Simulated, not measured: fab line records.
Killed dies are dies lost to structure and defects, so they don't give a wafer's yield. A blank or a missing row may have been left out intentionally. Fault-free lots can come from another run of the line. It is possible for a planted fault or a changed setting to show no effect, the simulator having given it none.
The tool behind it: which one? :: flow berkeleyCmos170 :: 15 lots with 45 wafers sampled at 2 steps, on a route of 331 steps

## WHAT THE GAUGES SHOWED, per wafer
UCB170_M3_CD_MEAS_15 targets a cd of 700 nm.
lot: L909
measured: day 8 19:18
on: cdSem-02
cdNm (nm): 697.9 699.5 698.8

lot: L911
measured: day 9 08:37
on: cdSem-02
cdNm (nm): 698.0 698.5 700.6

lot: L910
measured: day 9 10:44
on: cdSem-01
cdNm (nm): 700.8 700.0 701.0

lot: L912
measured: day 9 17:23
on: cdSem-02
cdNm (nm): 701.3 700.4 699.9

lot: L913
measured: day 9 19:45
on: cdSem-02
cdNm (nm): 699.8 701.2 699.8

lot: L915
measured: day 10 16:11
on: cdSem-02
cdNm (nm): 701.4 703.2 702.7

lot: L916
measured: day 10 20:09
on: cdSem-02
cdNm (nm): 703.1 701.6 701.2

lot: L923
measured: day 11 12:56
on: cdSem-02
cdNm (nm): 698.5 699.5 698.5

lot: L917
measured: day 11 19:04
on: cdSem-01
cdNm (nm): 699.5 699.8 699.0

lot: L919
measured: day 11 20:14
on: cdSem-01
cdNm (nm): 697.8 698.2 698.3

lot: L918
measured: day 11 21:20
on: cdSem-02
cdNm (nm): 702.1 700.9 699.7

lot: L927
measured: day 12 14:11
on: cdSem-01
cdNm (nm): 690.9 692.2 690.1 690.5 691.8 690.0

lot: L925
measured: day 12 14:18
on: cdSem-01
cdNm (nm): 693.8 692.2 694.4 694.0 692.1 694.1

lot: L932
measured: day 13 13:08
on: cdSem-02
cdNm (nm): 700.9 700.7 701.4

lot: L930
measured: day 13 13:29
on: cdSem-01
cdNm (nm): 694.9 693.6 694.3 695.2 693.4 693.9

## WHAT TOOL EACH LOT RAN ON (gives the tool, then ch and the chambers of the sampled wafers, and finally the start)
lot: L909
UCB170_M3_EXPOSE_12: krfScanner-02 ch 0, day 8 18:32

lot: L911
UCB170_M3_EXPOSE_12: krfScanner-01 ch 0, day 9 07:07

lot: L910
UCB170_M3_EXPOSE_12: krfScanner-01 ch 0, day 9 10:20

lot: L912
UCB170_M3_EXPOSE_12: krfScanner-02 ch 0, day 9 16:59

lot: L913
UCB170_M3_EXPOSE_12: krfScanner-02 ch 0, day 9 19:22

lot: L915
UCB170_M3_EXPOSE_12: krfScanner-02 ch 0, day 10 15:41

lot: L916
UCB170_M3_EXPOSE_12: krfScanner-02 ch 0, day 10 19:21

lot: L923
UCB170_M3_EXPOSE_12: krfScanner-02 ch 0, day 11 11:29

lot: L917
UCB170_M3_EXPOSE_12: krfScanner-02 ch 0, day 11 18:10

lot: L919
UCB170_M3_EXPOSE_12: krfScanner-02 ch 0, day 11 19:17

lot: L918
UCB170_M3_EXPOSE_12: krfScanner-02 ch 0, day 11 20:38

lot: L927
UCB170_M3_EXPOSE_12: krfScanner-01 ch 0, day 12 13:41

lot: L925
UCB170_M3_EXPOSE_12: krfScanner-01 ch 0, day 12 13:48

lot: L932
UCB170_M3_EXPOSE_12: krfScanner-02 ch 0, day 13 12:28

lot: L930
UCB170_M3_EXPOSE_12: krfScanner-01 ch 0, day 13 13:05
- UCB170_M3_EXPOSE_12: exposes mask METAL3, target cd 700 nm.

## AS READ BY THE TOOLS THEMSELVES (means over the sampled wafers that have a number; for cases with no such wafer, the mark the record gives instead)
UCB170_M3_EXPOSE_12.
lot: L909
tool: krfScanner-02
exposureDoseMJCm2: 26.02

lot: L911
tool: krfScanner-01
exposureDoseMJCm2: 26.42

lot: L910
tool: krfScanner-01
exposureDoseMJCm2: 26.39

lot: L912
tool: krfScanner-02
exposureDoseMJCm2: 25.97

lot: L913
tool: krfScanner-02
exposureDoseMJCm2: 25.99

lot: L915
tool: krfScanner-02
exposureDoseMJCm2: 25.96

lot: L916
tool: krfScanner-02
exposureDoseMJCm2: 26.05

lot: L923
tool: krfScanner-02
exposureDoseMJCm2: 25.96

lot: L917
tool: krfScanner-02
exposureDoseMJCm2: 25.96

lot: L919
tool: krfScanner-02
exposureDoseMJCm2: 26.00

lot: L918
tool: krfScanner-02
exposureDoseMJCm2: 25.98

lot: L927
tool: krfScanner-01
exposureDoseMJCm2: 27.66

lot: L925
tool: krfScanner-01
exposureDoseMJCm2: 27.61

lot: L932
tool: krfScanner-02
exposureDoseMJCm2: 25.96

lot: L930
tool: krfScanner-01
exposureDoseMJCm2: 27.17

## THE ANSWER, worked out from the rows above alone
Rule: usual is defined by the lots themselves. The widest of any qualifying gaps counts: lots, ordered by their means at a reading, are off when they make up no more than a third of the lots, leave a main group of 4 or more, and stand apart from it by 3 or more times the standard deviation of that group's means. A main group whose means are all the same, to the digits that the tables above print for the reading, isn't used. A lot without any number at a reading at which 4 lots or more have one is off too. The other lots that the step has rows for count as sound. After the gauges, taken in route order, come the tools' own readings; for these a lot's mean is taken, as printed above. The first step at which some lot is off is used, and at that step the reading that is off furthest; a lot without a number counts as furthest.
Off at UCB170_M3_CD_MEAS_15 (cdNm): L927, L925, L930. The main group: mean 700.2 nm, standard deviation 1.3.
A tool fits if, at a process step before that reading, it ran every lot that is off, and no sound lot after the first of them. Not tried: the gauges at UCB170_M3_CD_MEAS_15; whatever is off there is also off at UCB170_M3_EXPOSE_12, on other tools, and gauge error can't account for it. One fits: UCB170_M3_EXPOSE_12 on krfScanner-01. Its last sound lot is L910 (day 9 10:20), its first lot that is off L927 (day 12 13:41): a fault that began between those two fits.
On the lots that are off, the tool's own readings at UCB170_M3_EXPOSE_12 differ by more than 5 times the standard deviation of the sound lots' means, which bears it out; exposureDoseMJCm2 reads 27.48 there versus 26.05 on the sound lots.

## WHAT THE SIMULATOR PUT IN
Process parameter drift: krfScanner-01, from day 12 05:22 on, at UCB170_M3_EXPOSE_12. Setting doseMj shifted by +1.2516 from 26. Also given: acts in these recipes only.
Struck lots among those shown: L927, L925, L930. Same finding as the rule above.
